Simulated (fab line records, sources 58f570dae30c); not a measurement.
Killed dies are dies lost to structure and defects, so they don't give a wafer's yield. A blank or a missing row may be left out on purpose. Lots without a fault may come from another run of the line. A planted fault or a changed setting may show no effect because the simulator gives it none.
Which tool did it? | flow berkeley_cmos170 | 13 lots, 39 wafers sampled, at 4 steps of a route of 331

WHAT THE GAUGES READ, wafer by wafer
UCB170_V2_BOW_MEAS_03. Usual: V2_BOW 37 um, standard deviation 7.
lot  | measured     | on            | V2_BOW (um) | flag
L262 | day 7 10:33  | film_metro-02 | 48 44 38    |
L263 | day 7 16:18  | film_metro-04 | 38 23 27    |
L264 | day 7 16:42  | film_metro-03 | 31 25 35    |
L267 | day 9 01:28  | film_metro-02 | 45 36 50    |
L269 | day 9 01:44  | film_metro-03 | 41 46 32    |
L270 | day 9 05:08  | film_metro-04 | 30 42 36    |
L271 | day 9 05:25  | film_metro-02 | 35 38 28    |
L273 | day 9 22:39  | film_metro-03 | 45 35 38    |
L277 | day 10 17:06 | film_metro-03 | 25 48 45    |
L278 | day 10 23:14 | film_metro-02 | 47 40 45    |
L280 | day 11 03:49 | film_metro-04 | 40 22 37    |
L282 | day 11 14:32 | film_metro-03 | 26 27 30    |
L285 | day 12 12:16 | film_metro-02 | 35 50 43    |

UCB170_M3_CD_MEAS_15: target cd 700 nm. Usual: cd_nm 699.9 nm, standard deviation 1.3.
lot  | measured     | on        | cd_nm (nm)        | flag
L262 | day 7 14:32  | cd_sem-02 | 699.8 698.7 698.0 |
L263 | day 7 21:44  | cd_sem-02 | 702.2 701.1 699.6 |
L264 | day 7 22:16  | cd_sem-02 | 700.2 698.3 698.8 |
L267 | day 9 06:19  | cd_sem-01 | 699.3 698.9 698.2 |
L269 | day 9 06:58  | cd_sem-01 | 699.5 699.3 699.6 |
L270 | day 9 10:32  | cd_sem-02 | 699.4 699.4 699.2 |
L271 | day 9 10:43  | cd_sem-01 | 700.2 700.0 700.3 |
L273 | day 10 03:20 | cd_sem-02 | 701.3 700.2 700.5 |
L277 | day 10 21:59 | cd_sem-01 | 699.5 697.8 699.5 |
L278 | day 11 03:30 | cd_sem-01 | 699.6 700.0 699.3 |
L280 | day 11 07:55 | cd_sem-02 | 700.8 698.5 699.0 |
L282 | day 11 20:28 | cd_sem-02 | 701.9 700.5 701.2 |
L285 | day 12 16:23 | cd_sem-01 | 698.1 698.6 699.2 |

WHICH TOOL RAN EACH LOT (tool, then ch and the chambers of the sampled wafers, then the start)
lot  | UCB170_M2_STRIP_19                   | UCB170_M3_SOFTBAKE_11
L262 | plasma_asher-02 ch 0,1, day 7 09:49  | litho_track-03 ch 0, day 7 13:00
L263 | plasma_asher-02 ch 0, day 7 15:33    | litho_track-04 ch 0, day 7 20:00
L264 | plasma_asher-03 ch 0,1, day 7 15:58  | litho_track-02 ch 0, day 7 21:00
L267 | plasma_asher-03 ch 0,1, day 9 00:44  | litho_track-03 ch 0, day 9 05:00
L269 | plasma_asher-04 ch 0,1, day 9 01:01  | litho_track-03 ch 0, day 9 06:00
L270 | plasma_asher-02 ch 0,1, day 9 04:24  | litho_track-04 ch 0, day 9 09:00
L271 | plasma_asher-04 ch 0,1, day 9 04:40  | litho_track-03 ch 0, day 9 09:00
L273 | plasma_asher-02 ch 0,1, day 9 21:32  | litho_track-04 ch 0, day 10 02:00
L277 | plasma_asher-03 ch 0,1, day 10 16:22 | litho_track-04 ch 0, day 10 20:00
L278 | plasma_asher-03 ch 0,1, day 10 22:29 | litho_track-03 ch 0, day 11 02:00
L280 | plasma_asher-04 ch 0,1, day 11 03:04 | litho_track-02 ch 0, day 11 07:00
L282 | plasma_asher-03 ch 0,1, day 11 13:47 | litho_track-03 ch 0, day 11 19:00
L285 | plasma_asher-03 ch 0,1, day 12 11:31 | litho_track-03 ch 0, day 12 15:00
- UCB170_M2_STRIP_19: strips in O2.
- UCB170_M3_SOFTBAKE_11: time 60 s.

WHAT THE TOOLS THEMSELVES READ (means of the sampled wafers that have a number; where no wafer has one, the mark that the record gives instead)
UCB170_M2_STRIP_19. Usual: drypump_motor_current_A 5.27 A, standard deviation 0.27; o2_flow_sccm 399.9 sccm, standard deviation 1.4; oes_product_au 0.554 a.u., standard deviation 0.017.
lot  | tool            | drypump_motor_current_A (A) | o2_flow_sccm (sccm) | oes_product_au (a.u.) | flag
L262 | plasma_asher-02 | 5.41                        | 399.2               | 0.543                 |
L263 | plasma_asher-02 | 5.05                        | 400.7               | 0.564                 |
L264 | plasma_asher-03 | 5.29                        | 400.2               | 0.563                 |
L267 | plasma_asher-03 | 5.33                        | 398.3               | 0.540                 |
L269 | plasma_asher-04 | 4.97                        | 399.6               | 0.569                 |
L270 | plasma_asher-02 | 5.22                        | 399.6               | 0.541                 |
L271 | plasma_asher-04 | 5.23                        | 400.6               | 0.554                 |
L273 | plasma_asher-02 | 5.40                        | 401.2               | 0.532                 |
L277 | plasma_asher-03 | 5.36                        | 400.3               | 0.579                 |
L278 | plasma_asher-03 | 5.35                        | 400.3               | 0.542                 |
L280 | plasma_asher-04 | 4.98                        | 399.3               | 0.574                 |
L282 | plasma_asher-03 | 5.29                        | 398.1               | 0.562                 |
L285 | plasma_asher-03 | 5.34                        | 399.8               | 0.553                 |

UCB170_M3_SOFTBAKE_11. Usual: chill_plate_temp_C 23.01 C, standard deviation 0.11; exhaust_pa 45.0 Pa, standard deviation 0.77; plate_temp_C 130.00 C, standard deviation 0.15; run_length_s 89.06 s, standard deviation 0.18.
lot  | tool           | chill_plate_temp_C (C) | exhaust_pa (Pa) | plate_temp_C (C) | run_length_s (s) | flag
L262 | litho_track-03 | 22.95                  | 45.0            | 129.93           | 88.89            |
L263 | litho_track-04 | 23.13                  | 45.2            | 129.91           | 89.14            |
L264 | litho_track-02 | 23.01                  | 45.0            | 129.99           | 89.18            |
L267 | litho_track-03 | 23.00                  | 44.5            | 130.07           | 89.01            |
L269 | litho_track-03 | 22.88                  | 45.5            | 130.06           | 88.86            |
L270 | litho_track-04 | 22.95                  | 44.2            | 130.18           | 89.14            |
L271 | litho_track-03 | 23.03                  | 44.4            | 129.91           | 88.85            |
L273 | litho_track-04 | 23.04                  | 45.5            | 129.98           | 89.19            |
L277 | litho_track-04 | 22.99                  | 45.1            | 129.91           | 90.70            | OFF
L278 | litho_track-03 | 23.03                  | 45.0            | 130.22           | 88.84            |
L280 | litho_track-02 | 22.95                  | 44.5            | 130.07           | 89.15            |
L282 | litho_track-03 | 22.96                  | 46.1            | 130.10           | 88.83            |
L285 | litho_track-03 | 23.00                  | 45.1            | 130.12           | 88.85            |

THE ANSWER, worked out from the rows above alone
Rule: a lot is off if the mean of its wafers that have a number lies more than 3 standard deviations from the usual mean. A lot without any number at a reading at which 4 lots or more have one is off too. The other lots that the step has rows for count as sound. The gauges are gone through in route order, then the tools' own readings, and for those a lot's mean is taken as printed above. The first step at which some lot is off is used, and at that step the reading that is off furthest; a lot without a number counts as furthest.
Off: L277, at UCB170_M3_SOFTBAKE_11 (run_length_s).
A tool fits if, at that step or a process step before it, it ran every lot that is off, and no sound lot after the first of them. One fits: litho_track-04 at UCB170_M3_SOFTBAKE_11. Its last sound lot is L273 (day 10 02:00), its first lot that is off L277 (day 10 20:00): a fault that began between those two fits.
The tool's own readings at UCB170_M3_SOFTBAKE_11 bear it out: on the lots that are off they differ by more than 5 times the standard deviation of the sound lots' means. run_length_s reads 90.70 s there against 88.99 s on the sound lots.

WHAT THE SIMULATOR HAD PUT IN
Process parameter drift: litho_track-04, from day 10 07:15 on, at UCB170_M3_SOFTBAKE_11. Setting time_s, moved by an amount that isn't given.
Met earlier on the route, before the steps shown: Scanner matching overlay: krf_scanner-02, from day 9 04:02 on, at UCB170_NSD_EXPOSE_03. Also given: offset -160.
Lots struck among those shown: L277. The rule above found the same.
